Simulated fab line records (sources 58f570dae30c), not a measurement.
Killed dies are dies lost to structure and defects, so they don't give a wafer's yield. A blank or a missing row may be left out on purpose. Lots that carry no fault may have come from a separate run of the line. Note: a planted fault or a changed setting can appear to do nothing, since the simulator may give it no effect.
2 desks looking at one fault :: flow berkeley cmos170 :: each desk has only its own numbers; what lay behind them comes last

THE METROLOGY DESK
What the gauges read, lot by lot, whatever tool the lot ran on: means of the sampled wafers that have a number. Any lot whose mean is over 4 standard deviations away from the usual mean is out of limits and marked OUT; that distance is given in the brackets.
Columns: A = GATE_OVL at UCB170_GATE_OVL_MEAS_13, usual -1 nm; B = PLDD_TW at UCB170_PLDD_TW_MEAS_11, usual 1011; C = NLDD_TW at UCB170_NLDD_TW_MEAS_11, usual 2216; D = cd nm at UCB170_PSD_CD_MEAS_06, usual 1199.5 nm; E = NLDD_RS at UCB170_SDANNEAL_RS_MEAS_05, usual 616.4 ohm/sq
lot: L265
first seen here: day 7 10:25
A: 7
B: 1002
C: 2223
D: 1198.8
E: 616.4

lot: L264
first seen here: day 7 10:29
A: 5
B: 1015
C: 2225
D: 1199.1
E: 616.4

lot: L269
first seen here: day 9 01:18
A: 2
B: 1014
C: 2192
D: 1197.5
E: 616.3

lot: L271
first seen here: day 9 01:34
A: -13
B: 998
C: 2192
D: 1203.1
E: 615.2

lot: L268
first seen here: day 9 01:44
A: 6
B: 1011
C: 2237
D: 1199.2
E: 616.4

lot: L270
first seen here: day 9 01:50
A: 4
B: 1017
C: 2234
D: 1198.3
E: 616.7

lot: L273
first seen here: day 9 11:53
A: -1
B: 1009
C: 2044 (-10) OUT
D: 1199.6
E: 730.6 (+76) OUT

lot: L272
first seen here: day 9 12:22
A: 7
B: 1018
C: 2191
D: 1200.1
E: 617.9

lot: L275
first seen here: day 9 20:20
A: -0
B: 1001
C: 2074 (-8.4) OUT
D: 1199.3
E: 728.5 (+75) OUT

lot: L274
first seen here: day 9 20:37
A: -6
B: 1017
C: 2219
D: 1199.9
E: 618.1

lot: L277
first seen here: day 10 10:58
A: -3
B: 1012
C: 2047 (-9.9) OUT
D: 1200.9
E: 728.9 (+75) OUT

lot: L283
first seen here: day 11 22:15
A: -0
B: 1017
C: 2237
D: 1196.0
E: 614.9

lot: L286
first seen here: day 11 22:29
A: -9
B: 1022
C: 2236
D: 1200.1
E: 615.8

lot: L285
first seen here: day 11 22:46
A: 6
B: 1020
C: 2192
D: 1200.3
E: 615.9

lot: L287
first seen here: day 11 22:53
A: 1
B: 1017
C: 2227
D: 1200.9
E: 615.0
This desk finds L273, L275, L277 out of limits, with the earliest case on L273 at day 9 17:55 (NLDD_TW at UCB170_NLDD_TW_MEAS_11). Within limits: L265, L264, L269, L271, L268, L270, L272, L274, L283, L286, L285, L287.

THE TOOL OWNER'S DESK: implanter-01
UCB170_NLDD_IMPLANT_09, tool's own readings: per-lot mean of the sampled wafers with a number, covering each lot this tool ran. Any lot whose mean is over 4 standard deviations away from the usual mean is out of limits and marked OUT; that distance is given in the brackets.
Columns: A = dose ions cm2 at UCB170_NLDD_IMPLANT_09, usual 4.999e+13; B = faraday current uA at UCB170_NLDD_IMPLANT_09, usual 159
lot: L269
first seen here: day 9 07:50
A: 4.994e+13
B: 159

lot: L271
first seen here: day 9 08:15
A: 4.995e+13
B: 162

lot: L273
first seen here: day 9 17:41
A: 2.749e+13 (-99 or more) OUT
B: 87 (-21) OUT

lot: L275
first seen here: day 10 00:05
A: 2.758e+13 (-99 or more) OUT
B: 86 (-21) OUT

lot: L277
first seen here: day 10 14:43
A: 2.747e+13 (-99 or more) OUT
B: 88 (-21) OUT
This desk's finding: out of limits on L273, L275, L277; first on L273, day 9 17:41 (dose ions cm2 at UCB170_NLDD_IMPLANT_09). Within limits: L269, L271.

BROUGHT TOGETHER
The tool owner's desk could have raised an alarm at day 9 17:41, on L273, L275, L277.
On L273, L275, L277, the metrology desk was in a position to raise an alarm at day 9 17:55.
Of the lots named, all ran UCB170_NLDD_IMPLANT_09 on implanter-01.

WHAT THE SIMULATOR PUT IN
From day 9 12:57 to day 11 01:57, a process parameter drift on implanter-01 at UCB170_NLDD_IMPLANT_09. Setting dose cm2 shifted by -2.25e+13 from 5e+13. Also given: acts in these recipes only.
Shown lots that were struck: L273, L275, L277.
Hours from the fault's start to each desk's first reading out of limits: the tool owner's desk, 5; the metrology desk, 5.
